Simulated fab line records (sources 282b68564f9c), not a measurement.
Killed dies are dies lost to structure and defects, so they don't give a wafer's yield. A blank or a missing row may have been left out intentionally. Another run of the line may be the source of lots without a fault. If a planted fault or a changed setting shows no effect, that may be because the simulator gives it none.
Lot-split experiment | flow rit cmos | 23 wafers read from 5 lots, route of 202 steps

== ABOUT THE SPLIT ==
At RIT_PRETRO_COAT_01 (resist thk 1300 nm), the setting spin rpm was moved away from the recipe's 2000 rpm on 11 of the 23 wafers read, by -5.1% to +3.4%. All remaining wafers had this setting at the recipe value.

== FROM THE SPLIT TO THE READING: what the file shows between them, 3 steps ==
- RIT_PRETRO_SOFTBAKE_02: time 61.8 s
- RIT_PRETRO_EXPOSE_03: exposes mask M5, target cd 43700 nm
- RIT_PRETRO_DEVELOP_05: develop time 68 s

== THE READING ==
NOVOLAK_of_PRETRO_COAT_01.thk nm (the simulator's own value, which no gauge read), in nm, at RIT_PRETRO_HARDBAKE_07 (time 120 s). The file does not state a usual value for it. The 12 wafers here that ran the recipe average 1137 nm, standard deviation 3.9 nm.

wafer  | tool, chamber at the split | spin rpm as run, rpm | against the recipe | NOVOLAK_of_PRETRO_COAT_01.thk nm, nm | against lot-mates on the recipe
L076.1 | litho track-01, 0          | 2000                 | recipe             | 1130                                 | -
L076.3 | litho track-01, 0          | 2000                 | recipe             | 1130                                 | -
L076.2 | litho track-01, 0          | 1898                 | -5.1%              | 1161                                 | +31
L076.4 | litho track-01, 0          | 1898                 | -5.1%              | 1158                                 | +28
L076.5 | litho track-01, 0          | 1898                 | -5.1%              | 1162                                 | +32
L078.1 | litho track-04, 0          | 2000                 | recipe             | 1136                                 | -
L078.2 | litho track-04, 0          | 2000                 | recipe             | 1136                                 | -
L078.5 | litho track-04, 0          | 2000                 | recipe             | 1136                                 | -
L078.4 | litho track-04, 0          | 1961                 | -1.9%              | 1149                                 | +13
L078.6 | litho track-04, 0          | 1961                 | -1.9%              | 1148                                 | +12
L080.1 | litho track-04, 0          | 2000                 | recipe             | 1143                                 | -
L080.2 | litho track-04, 0          | 1946                 | -2.7%              | 1158                                 | +18
L080.3 | litho track-04, 0          | 1946                 | -2.7%              | 1155                                 | +15
L080.4 | litho track-04, 0          | 1946                 | -2.7%              | 1155                                 | +15
L080.6 | litho track-04, 0          | 2000                 | recipe             | 1137                                 | -
L081.2 | litho track-04, 0          | 2000                 | recipe             | 1140                                 | -
L081.6 | litho track-04, 0          | 2000                 | recipe             | 1140                                 | -
L081.3 | litho track-04, 0          | 2000                 | recipe             | 1139                                 | -
L083.1 | litho track-04, 0          | 2069                 | +3.4%              | 1119                                 | -22
L083.2 | litho track-04, 0          | 2000                 | recipe             | 1140                                 | -
L083.3 | litho track-04, 0          | 2000                 | recipe             | 1141                                 | -
L083.4 | litho track-04, 0          | 2069                 | +3.4%              | 1121                                 | -20
L083.6 | litho track-04, 0          | 2069                 | +3.4%              | 1123                                 | -18

FIT RESULTS
A straight line over all 23 wafers: NOVOLAK_of_PRETRO_COAT_01.thk nm changes by -4.92 nm for each +1% of spin rpm; r = -0.96; the points scatter about the line by 3.8 nm.
The same after taking each lot's own level away (the mean of its wafers on the recipe; 23 wafers): -5.86 nm for each +1%; r = -1.00; scatter 1.5 nm.
That fit puts the effect of the largest move of spin rpm on the reading at 30 nm.
Measured against the standard deviation above, the lots' own levels, which go from 1130.0 to 1140.5 nm, span 2.7 times it.
So the slope is not independent of the lot-to-lot level: the two fits are not the same.
Check: +30 nm against its lot-mates is what the line predicts for one of the wafers moved furthest among these (-5.1%) when that wafer is left out of the fit. It came out at +31 nm against them.

== FURTHER SPLITS ON THESE WAFERS ==
Note: prior to the reading, these wafers also went through further splits. Each is held against what the fit with the lots' levels taken away leaves over:
other split on the same wafers       | wafers away from the commonest value | r with NOVOLAK_of_PRETRO_COAT_01.thk nm (lot level and that fit taken away)
RIT_ACTIVE_CVD_03 time s             | 10                                   | +0.06
RIT_ACTIVE_DEVELOP_10 develop time s | 9                                    | -0.07
RIT_ACTIVE_ETCH_13 pressure mtorr    | 15                                   | -0.07
RIT_PWELL_COAT_01 spin rpm           | 11                                   | +0.07
RIT_PWELL_DEVELOP_05 develop time s  | 8                                    | +0.00

== THE WHOLE CHAIN: every reading that the file lists as answering this split, in the file's order ==
step                   | what it does       | reading                                                                           | change (the file's fit)              | r (the file's)
RIT_PRETRO_COAT_01     | resist thk 1300 nm | NOVOLAK_of_PRETRO_COAT_01.thk nm (the simulator's own value, which no gauge read) | -6.84 nm for each +1% of the setting | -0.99
RIT_PRETRO_HARDBAKE_07 | time 120 s         | NOVOLAK_of_PRETRO_COAT_01.thk nm (the simulator's own value, which no gauge read) | -5.89 nm for each +1% of the setting | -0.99

== THE FILE'S OWN FIT ==
NOVOLAK_of_PRETRO_COAT_01.thk nm changes by -5.89 nm for each +1% of spin rpm, r = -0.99.
